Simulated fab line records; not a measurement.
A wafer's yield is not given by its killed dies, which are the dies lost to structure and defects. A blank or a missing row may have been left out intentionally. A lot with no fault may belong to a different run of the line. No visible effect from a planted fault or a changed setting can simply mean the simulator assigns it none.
fab line records | flow berkeley-cmos170
record: lots: 14 wafers: 42 last-day: 12
route steps=331 shown ACTIVE@77 SILICIDE@211 M2@288
lots that met no fault: taken from a fault-free run of the same line
start-h: hours from the record's first day to the start of the lot's first wafer shown | wait-h: hours since the lot's step before | " unchanged from the row above | L1.1+2: a row that stands for several wafers | - value missing, or start not given | * or withheld: withheld | < > ~ a bound
route shown NAME@n: names a module that has steps shown in the file, with the first one's number in the route | usual: the fault-free wafers' mean and standard deviation | same: alike in all rows | chamber/n: place in a boat | sites: each site's reading | _std_site: standard deviation of those values | _edge_site: inner sites' mean taken away from outer sites' mean | radius-mm: how far each site lies from the wafer's centre | mask NAME#n: copy n | behind: the last tool/chamber to shape the wafer | hold: why the lot was held/for how many hours/how that ended | device: which transistor (n, p or np) failed to switch | end of line: at the end of the route, the tests of the same wafers | a step with no rows: only its recipe | killed: dies that structure and defects cost at the first sort, which is not the same as the wafer's yield | map: a wafer's dies, marking killed ones x, the rest . and places with no die _
set.NAME: the setting as run; set.NAME@STEP: as run at that earlier step | model.NAME: the simulator's own value behind a step, which no gauge read
steps of the route over a sample of lots; a table a step, a row a wafer
services: from which hour (start-h, from the record's first day; less than 0 if before it) a tool's chamber was out of use, for how many hours, and why
== steps ==
step: UCB170_ACTIVE_CD_MEAS_90
recipe: target-cd-nm: 1200
usual: cd-nm: 1199.9/1.5
columns lot.wafer tool chamber start-h wait-h cd-nm
L963.1 cd-sem-02 - 73.71 0.2 1200.1
L963.3 " - " " 1200.4
L963.5 " - " " 1200.3
L966.1 cd-sem-01 - 95.47 0.1 1201.3
L966.3 " - " " 1200.5
L966.5 " - " " 1202.0
L968.1 cd-sem-02 - 107.62 0.1 1200.5
L968.5 " - " " 1200.0
L968.6 " - " " 1200.4
L969.2 cd-sem-01 - 107.88 0.1 1198.5
L969.5 " - " " 1199.0
L969.6 " - " " 1197.6
L975.2 cd-sem-02 - 134.52 0.1 1200.7
L975.3 " - " " 1201.9
L975.5 " - " " 1202.8
L972.1 cd-sem-02 - 134.62 0.1 1199.3
L972.3 " - " " 1198.7
L972.5 " - " " 1197.4
L974.1 cd-sem-02 - 134.74 0.1 1198.5
L974.3 " - " " 1195.3
L974.6 " - " " 1196.0
L977.3 cd-sem-01 - 144.94 0.1 1198.4
L977.5 " - " " 1198.8
L977.6 " - " " 1198.4
L976.2 cd-sem-02 - 145.16 0.1 1200.9
L976.3 " - " " 1199.8
L976.4 " - " " 1199.7
L978.2 cd-sem-02 - 153.27 0.1 1198.2
L978.4 " - " " 1200.0
L978.6 " - " " 1199.5
L979.4 cd-sem-01 - 156.66 0.1 1201.1
L979.5 " - " " 1201.3
L979.6 " - " " 1199.2
L981.1 cd-sem-01 - 166.65 0.1 1200.2
L981.3 " - " " 1199.9
L981.6 " - " " 1200.9
L984.2 cd-sem-01 - 187.47 0.1 1200.1
L984.4 " - " " 1200.9
L984.5 " - " " 1198.8
L986.3 cd-sem-01 - 193.64 0.1 1202.0
L986.4 " - " " 1202.8
L986.5 " - " " 1202.6
step: UCB170_SILICIDE_SPUTTER_01
recipe: material: Ti target-thk-nm: 30 time-s: 25 power-w: 1500 chamber-pressure-pa: 0.5
usual: cathode-dc-power-W: 1500.0/0.27 throttle-valve-pct: 29.7/1.1
same: time-s: 25
columns lot.wafer tool chamber start-h wait-h cathode-dc-power-W throttle-valve-pct
L963.1 pvd-sputter-03 - 126.54 0.0 1500.2 29.3
L963.3 " - " " 1500.0 30.7
L963.5 " - " " 1500.7 29.1
L966.1 pvd-sputter-01 - 153.53 0.0 1499.8 29.0
L966.3 " - " " 1499.7 30.5
L966.5 " - " " 1499.9 28.6
L968.1 pvd-sputter-03 - 165.96 0.0 1499.6 29.2
L968.5 " - " " 1500.0 27.0
L968.6 " - " " 1500.0 30.5
L969.2 pvd-sputter-02 - 166.20 0.0 1500.1 31.1
L969.5 " - " " 1499.9 31.4
L969.6 " - " " 1500.1 28.7
L972.1 pvd-sputter-01 - 199.24 0.0 1499.8 28.8
L972.3 " - " " 1500.4 28.6
L972.5 " - " " 1499.9 28.6
L975.2 pvd-sputter-02 - 199.94 0.0 1499.7 31.1
L975.3 " - " " 1499.9 28.9
L975.5 " - " " 1499.8 31.1
L974.1 pvd-sputter-01 - 204.61 0.0 1499.8 30.3
L974.3 " - " " 1500.4 29.9
L974.6 " - " " 1499.6 29.0
L976.2 pvd-sputter-03 - 212.69 0.0 1499.3 30.6
L976.3 " - " " 1500.1 29.0
L976.4 " - " " 1499.8 30.7
L977.3 pvd-sputter-02 - 213.28 0.0 1499.9 31.1
L977.5 " - " " 1499.8 29.6
L977.6 " - " " 1499.8 30.9
L978.2 pvd-sputter-02 - 221.79 0.0 1499.5 30.0
L978.4 " - " " 1500.5 30.9
L978.6 " - " " 1500.1 30.9
L979.4 pvd-sputter-01 - 221.99 0.0 1500.1 29.0
L979.5 " - " " 1499.8 30.6
L979.6 " - " " 1500.5 29.6
L981.1 pvd-sputter-01 - 229.64 0.0 1751.3 28.6
L981.3 " - " " 1751.5 29.6
L981.6 " - " " 1751.4 29.5
L984.2 pvd-sputter-01 - 253.24 0.0 1751.1 29.7
L984.4 " - " " 1751.1 28.9
L984.5 " - " " 1750.6 30.7
L986.3 pvd-sputter-03 - 254.15 0.0 1500.4 30.5
L986.4 " - " " 1500.2 30.9
L986.5 " - " " 1499.7 30.6
step: UCB170_SILICIDE_RS_MEAS_02
recipe: thk-meas-gauge: four-point-probe reads: Ti_of_SILICIDE_SPUTTER_01
usual: SILICIDE_TI_RS: 26.0/0.35
columns lot.wafer tool chamber start-h wait-h SILICIDE_TI_RS[ohm/sq]
L963.1 film-metro-03 - 126.57 0.0 26.6
L963.3 " - " " 26.0
L963.5 " - " " 26.1
L966.1 film-metro-02 - 153.56 0.0 25.1
L966.3 " - " " 25.4
L966.5 " - " " 25.9
L968.1 film-metro-02 - 166.02 0.0 26.7
L968.5 " - " " 26.7
L968.6 " - " " 26.3
L969.2 film-metro-02 - 166.25 0.0 25.7
L969.5 " - " " 25.8
L969.6 " - " " 25.6
L972.1 film-metro-03 - 199.27 0.0 25.6
L972.3 " - " " 25.7
L972.5 " - " " 25.8
L975.2 film-metro-03 - 199.99 0.0 25.8
L975.3 " - " " 25.3
L975.5 " - " " 25.2
L974.1 film-metro-02 - 204.64 0.0 26.0
L974.3 " - " " 26.3
L974.6 " - " " 26.0
L976.2 film-metro-03 - 212.74 0.0 26.1
L976.3 " - " " 26.6
L976.4 " - " " 25.9
L977.3 film-metro-02 - 213.35 0.1 26.0
L977.5 " - " " 26.1
L977.6 " - " " 25.7
L978.2 film-metro-02 - 221.84 0.0 26.4
L978.4 " - " " 25.9
L978.6 " - " " 25.9
L979.4 film-metro-03 - 222.08 0.1 25.5
L979.5 " - " " 25.2
L979.6 " - " " 25.6
L981.1 film-metro-04 - 229.67 0.0 21.6
L981.3 " - " " 21.7
L981.6 " - " " 21.8
L984.2 film-metro-04 - 253.29 0.0 21.8
L984.4 " - " " 21.8
L984.5 " - " " 21.8
L986.3 film-metro-02 - 254.22 0.1 25.5
L986.4 " - " " 25.5
L986.5 " - " " 25.6
step: UCB170_SILICIDE_THK_MEAS_03
recipe: thk-meas-gauge: xrf reads: Ti_of_SILICIDE_SPUTTER_01
usual: SILICIDE_TI_THK: 30.2/0.39
columns lot.wafer tool chamber start-h wait-h SILICIDE_TI_THK[nm]
L963.1 film-metro-03 - 126.69 0.1 29.3
L963.3 " - " " 30.0
L963.5 " - " " 29.7
L966.1 film-metro-02 - 153.68 0.1 31.1
L966.3 " - " " 31.0
L966.5 " - " " 30.4
L968.1 film-metro-02 - 166.14 0.1 29.6
L968.5 " - " " 29.6
L968.6 " - " " 30.1
L969.2 film-metro-02 - 166.36 0.1 30.6
L969.5 " - " " 30.5
L969.6 " - " " 30.6
L972.1 film-metro-03 - 199.39 0.1 30.5
L972.3 " - " " 30.3
L972.5 " - " " 30.2
L975.2 film-metro-03 - 200.10 0.1 30.4
L975.3 " - " " 30.6
L975.5 " - " " 30.7
L974.1 film-metro-02 - 204.76 0.1 30.4
L974.3 " - " " 30.1
L974.6 " - " " 30.3
L976.2 film-metro-03 - 212.85 0.1 29.8
L976.3 " - " " 29.5
L976.4 " - " " 30.0
L977.3 film-metro-02 - 213.45 0.1 30.4
L977.5 " - " " 30.1
L977.6 " - " " 30.6
L978.2 film-metro-02 - 221.95 0.1 29.9
L978.4 " - " " 30.4
L978.6 " - " " 30.5
L979.4 film-metro-03 - 222.17 0.1 30.4
L979.5 " - " " 30.8
L979.6 " - " " 30.3
L981.1 film-metro-04 - 229.79 0.1 35.2
L981.3 " - " " 34.8
L981.6 " - " " 34.8
L984.2 film-metro-04 - 253.40 0.1 35.0
L984.4 " - " " 35.0
L984.5 " - " " 35.0
L986.3 film-metro-02 - 254.32 0.1 30.9
L986.4 " - " " 31.1
L986.5 " - " " 31.0
step: UCB170_SILICIDE_RTA_04
recipe: temp-c: 650 time-s: 15 ambient: N2
usual: lamp-power-pct: 10.4/0.72 wafer_temp_C_max: 653.9/0.78
same: time-s: 15
columns lot.wafer tool chamber start-h wait-h lamp-power-pct wafer_temp_C_max
L963.1 rtp-anneal-02 0 126.75 0.1 11.1 655.3
L963.3 " 0 " " 11.1 653.9
L963.5 " 0 " " 11.1 654.3
L966.1 rtp-anneal-02 0 153.74 0.1 11.1 654.7
L966.3 " 0 " " 11.1 655.7
L966.5 " 0 " " 11.1 654.2
L968.1 rtp-anneal-02 0 166.20 0.1 11.1 653.4
L968.5 " 0 " " 11.1 654.0
L968.6 " 0 " " 11.1 653.7
L969.2 rtp-anneal-01 0 166.42 0.1 9.7 654.8
L969.5 " 0 " " 9.7 653.2
L969.6 " 0 " " 9.7 653.8
L972.1 rtp-anneal-01 0 199.45 0.1 9.7 653.6
L972.3 " 0 " " 9.7 653.8
L972.5 " 0 " " 9.7 653.6
L975.2 rtp-anneal-01 0 200.16 0.1 9.7 654.3
L975.3 " 0 " " 9.7 653.1
L975.5 " 0 " " 9.7 653.7
L974.1 rtp-anneal-02 0 204.82 0.1 11.1 654.5
L974.3 " 0 " " 11.1 654.7
L974.6 " 0 " " 11.1 654.1
L976.2 rtp-anneal-02 0 212.91 0.1 11.1 654.8
L976.3 " 0 " " 11.1 653.8
L976.4 " 0 " " 11.1 654.1
L977.3 rtp-anneal-01 0 213.52 0.1 9.7 653.4
L977.5 " 0 " " 9.7 653.0
L977.6 " 0 " " 9.7 653.6
L978.2 rtp-anneal-02 0 222.02 0.1 11.1 652.8
L978.4 " 0 " " 11.1 654.2
L978.6 " 0 " " 11.1 653.0
L979.4 rtp-anneal-01 0 222.23 0.1 9.7 654.2
L979.5 " 0 " " 9.7 653.8
L979.6 " 0 " " 9.7 654.1
L981.1 rtp-anneal-01 0 229.85 0.1 9.7 653.0
L981.3 " 0 " " 9.7 652.8
L981.6 " 0 " " 9.7 654.4
L984.2 rtp-anneal-01 0 253.46 0.1 9.7 653.4
L984.4 " 0 " " 9.7 653.4
L984.5 " 0 " " 9.7 653.8
L986.3 rtp-anneal-02 0 254.39 0.1 11.1 656.2
L986.4 " 0 " " 11.1 654.4
L986.5 " 0 " " 11.1 654.5
step: UCB170_M2_ETCH_17
recipe: chemistry: N2/H2 target-depth-a: withheld overetch-a: withheld target: BARC time-s: withheld source-w: 500 bias-w: 100 pressure-mtorr: 30 n2-flow-sccm: 100 h2-flow-sccm: 200
usual: drypump-motor-current-A: 5.8/0.36 oes-product-au: 0.998/0.014 throttle-valve-pct: 13.20/0.17
columns lot.wafer tool chamber start-h wait-h drypump-motor-current-A oes-product-au throttle-valve-pct
L963.1 rie-diel-03 1 146.78 0.0 5.5 0.996 13.47
L963.3 " 0 " " 5.5 0.978 13.53
L963.5 " 1 " " 5.5 0.996 13.45
L966.1 rie-diel-01 0 172.12 0.0 5.7 1.020 13.34
L966.3 " 1 " " 5.5 0.998 13.43
L966.5 " 0 " " 5.7 1.020 13.34
L969.2 rie-diel-01 2 183.79 0.0 6.6 0.994 13.03
L969.5 " 1 " " 5.5 1.022 13.43
L969.6 " 0 " " 5.7 1.010 13.35
L968.1 rie-diel-03 0 183.85 0.0 5.5 0.991 13.53
L968.5 " 1 " " 5.5 0.991 13.46
L968.6 " 2 " " 6.0 0.986 13.04
L975.2 rie-diel-04 0 216.77 0.0 6.4 0.998 13.25
L975.3 " 1 " " 5.6 1.034 13.25
L975.5 " 3 " " 5.6 0.986 13.05
L972.1 rie-diel-01 3 217.82 0.0 5.5 0.999 12.95
L972.3 " 0 " " 5.7 1.026 13.34
L972.5 " 0 " " 5.7 1.029 13.33
L974.1 rie-diel-04 1 222.80 0.0 5.6 1.032 13.23
L974.3 " 0 " " 6.3 1.006 13.27
L974.6 " 2 " " 6.0 0.990 13.05
L976.2 rie-diel-03 0 229.47 0.0 5.5 0.987 13.52
L976.3 " 2 " " 6.0 0.982 13.04
L976.4 " 3 " " 5.3 1.005 13.25
L977.3 rie-diel-04 0 230.07 0.0 6.3 1.006 13.26
L977.5 " 3 " " 5.6 0.993 13.06
L977.6 " 2 " " 6.0 0.999 13.04
L978.2 rie-diel-04 0 239.55 0.0 6.3 0.999 13.25
L978.4 " 2 " " 6.0 1.011 13.04
L978.6 " 1 " " 5.6 1.036 13.23
L979.4 rie-diel-03 1 239.70 0.0 5.5 0.990 13.47
L979.5 " 2 " " 6.0 0.975 13.04
L979.6 " 3 " " 5.3 0.997 13.28
L981.1 rie-diel-04 2 245.18 0.0 6.0 1.010 13.06
L981.3 " 3 " " 5.6 1.002 13.06
L981.6 " 3 " " 5.6 1.003 13.05
L984.2 rie-diel-03 3 267.64 0.0 5.3 1.013 13.25
L984.4 " 1 " " 5.5 0.999 13.46
L984.5 " 2 " " 6.0 0.985 13.04
L986.3 rie-diel-04 3 272.10 0.0 5.7 0.980 13.06
L986.4 " 2 " " 6.0 0.996 13.05
L986.5 " 2 " " 6.0 0.992 13.04
== services ==
columns tool chamber start-h hours kind
rtp-anneal-02 - 106.34 2.7 pm
rie-diel-01 - 108.16 14.6 pm
rie-diel-04 - 133.30 1.1 repair
pvd-sputter-01 - 146.27 4.7 repair
rie-diel-04 2 159.62 23.3 repair
rie-diel-03 0 162.65 1.4 repair
rie-diel-01 2 169.10 12.9 repair
rie-diel-04 1 172.90 39.9 repair
pvd-sputter-02 - 200.96 2.4 repair
rie-diel-01 1 202.30 - clean
rie-diel-01 1 202.30 20.0 scheduled-down
rie-diel-01 1 202.30 20.0 vent-cycle
rie-diel-01 0 213.44 4.2 repair
rie-diel-03 - 218.63 4.0 pm
rie-diel-03 0 233.42 36.3 repair
rie-diel-01 - 236.00 0.2 repair
rtp-anneal-01 - 236.09 3.8 pm
pvd-sputter-03 - 242.91 4.9 repair
rie-diel-04 0 257.78 9.8 repair
== key ==
first-sign: step: UCB170_SILICIDE_SPUTTER_01 reading: cathode-dc-power-W direction: up sigmas: 99+ usual: 1500.0 struck: 1751.2
effect: step: UCB170_SILICIDE_RS_MEAS_02 reading: SILICIDE_TI_RS direction: down sigmas: 12 usual: 26.0 struck: 21.7
effect: step: UCB170_SILICIDE_THK_MEAS_03 reading: SILICIDE_TI_THK direction: up sigmas: 12 usual: 30.2 struck: 35.0
met-at UCB170_SILICIDE_SPUTTER_01
struck-lots L981,L984
tester-left-out L981,L984
not-acting-at UCB170_ACTIVE_CD_MEAS_90,UCB170_SILICIDE_RTA_04,UCB170_M2_ETCH_17
onset-between 221.99 229.64
fault: kind: process-parameter-drift tool: pvd-sputter-01 chamber: - onset-h: 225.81 steps: UCB170_SILICIDE_SPUTTER_01 channel: power-w offset: 251.15 shape: step end-h: 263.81 acts-in: these-recipes-only stated: 1500
tester-left-out: of these lots the tester's yield and bins aren't shown, on N5 and GAA mostly nor the transistor test; their killed dies are dies lost to structure and defects alone, not to doping, threshold or leakage, so they don't give the yield
